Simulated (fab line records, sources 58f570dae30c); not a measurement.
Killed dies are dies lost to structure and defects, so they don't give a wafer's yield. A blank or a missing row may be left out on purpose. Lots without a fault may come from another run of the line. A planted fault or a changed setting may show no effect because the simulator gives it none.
One fault seen from 2 desks | flow berkeley_cmos170 | each desk has only its own numbers; what lay behind them comes last

THE TOOL OWNER'S DESK: lpcvd-01
The tool's own readings at UCB170_ACTIVE_CVD_05 (deposits Si3N4 from SiH2Cl2/NH3, target thk 220 nm, time 3300 s): means of the sampled wafers that have a number, for each lot that ran on this tool. A lot is out of limits, marked OUT, if its mean lies more than 4 standard deviations from the usual mean; the brackets give that distance.
Columns: A = zone_power_centre_pct at UCB170_ACTIVE_CVD_05, usual 35.6 %; B = zone_power_source_pct at UCB170_ACTIVE_CVD_05, usual 21.4 %
lot  | first seen here | A    | B
L282 | day 4 16:58     | 40.7 | 22.7
L291 | day 7 02:20     | 35.2 | 23.0
L292 | day 7 02:20     | 35.2 | 22.9
L293 | day 7 09:53     | 35.0 | 22.9
L294 | day 7 09:53     | 35.1 | 22.7
This desk's finding: nothing out of limits on any of the 5 lots.

THE METROLOGY DESK
What the gauges read, lot by lot, whatever tool the lot ran on: means of the sampled wafers that have a number. A lot is out of limits, marked OUT, if its mean lies more than 4 standard deviations from the usual mean; the brackets give that distance.
Columns: A = NWELL_OVL at UCB170_NWELL_OVL_MEAS_12, usual -5 nm; B = PWELL_TW at UCB170_PWELL_TW_MEAS_17, usual 379; C = ACTIVE_OXIDE_THK at UCB170_ACTIVE_THK_MEAS_03, usual 26.4 nm; D = ACTIVE_NITRIDE_THK at UCB170_ACTIVE_THK_MEAS_06, usual 220.4 nm
lot  | first seen here | A   | B   | C    | D
L282 | day 2 12:47     | -7  | 376 | 24.9 | 220.5
L281 | day 2 13:18     | 3   | 378 | 25.8 | 220.7
L284 | day 3 02:18     | -2  | 382 | 26.6 | 220.6
L283 | day 3 02:34     | -8  | 377 | 26.7 | 221.2
L285 | day 3 11:52     | -1  | 378 | 27.0 | 220.0
L286 | day 3 12:25     | -1  | 381 | 26.5 | 221.9
L287 | day 3 18:58     | -5  | 383 | 26.8 | 221.1
L291 | day 4 16:50     | -4  | 374 | 27.0 | 177.1 (-27) OUT
L292 | day 4 21:26     | -4  | 374 | 26.6 | 178.8 (-26) OUT
L294 | day 5 05:01     | -10 | 376 | 26.7 | 178.5 (-26) OUT
L293 | day 5 05:16     | -7  | 384 | 26.8 | 179.1 (-26) OUT
L297 | day 6 01:58     | -7  | 377 | 25.5 | 217.9
L298 | day 6 02:10     | -4  | 377 | 26.1 | 219.4
L299 | day 6 16:30     | -14 | 376 | 26.4 | 219.5
L300 | day 6 16:44     | -1  | 382 | 26.8 | 218.7
This desk's finding: out of limits on L291, L292, L293, L294; first on L291, day 7 04:16 (ACTIVE_NITRIDE_THK at UCB170_ACTIVE_THK_MEAS_06). In limits: L282, L281, L284, L283, L285, L286, L287, L297, L298, L299, L300.

PUT TOGETHER
The metrology desk could have raised an alarm at day 7 04:16, on L291, L292, L293, L294.
The tool owner's desk saw nothing out of limits.
The tool owner's desk has L291, L292, L293, L294 on record, within its limits.
Of the lots named, all ran UCB170_ACTIVE_CVD_05 on lpcvd-01.

WHAT THE SIMULATOR HAD PUT IN
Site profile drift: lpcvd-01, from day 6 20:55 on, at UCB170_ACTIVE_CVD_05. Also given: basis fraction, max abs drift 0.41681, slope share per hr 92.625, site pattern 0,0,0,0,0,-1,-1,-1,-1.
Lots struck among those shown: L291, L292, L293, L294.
Hours from the fault's start to each desk's first reading out of limits: the metrology desk, 7.
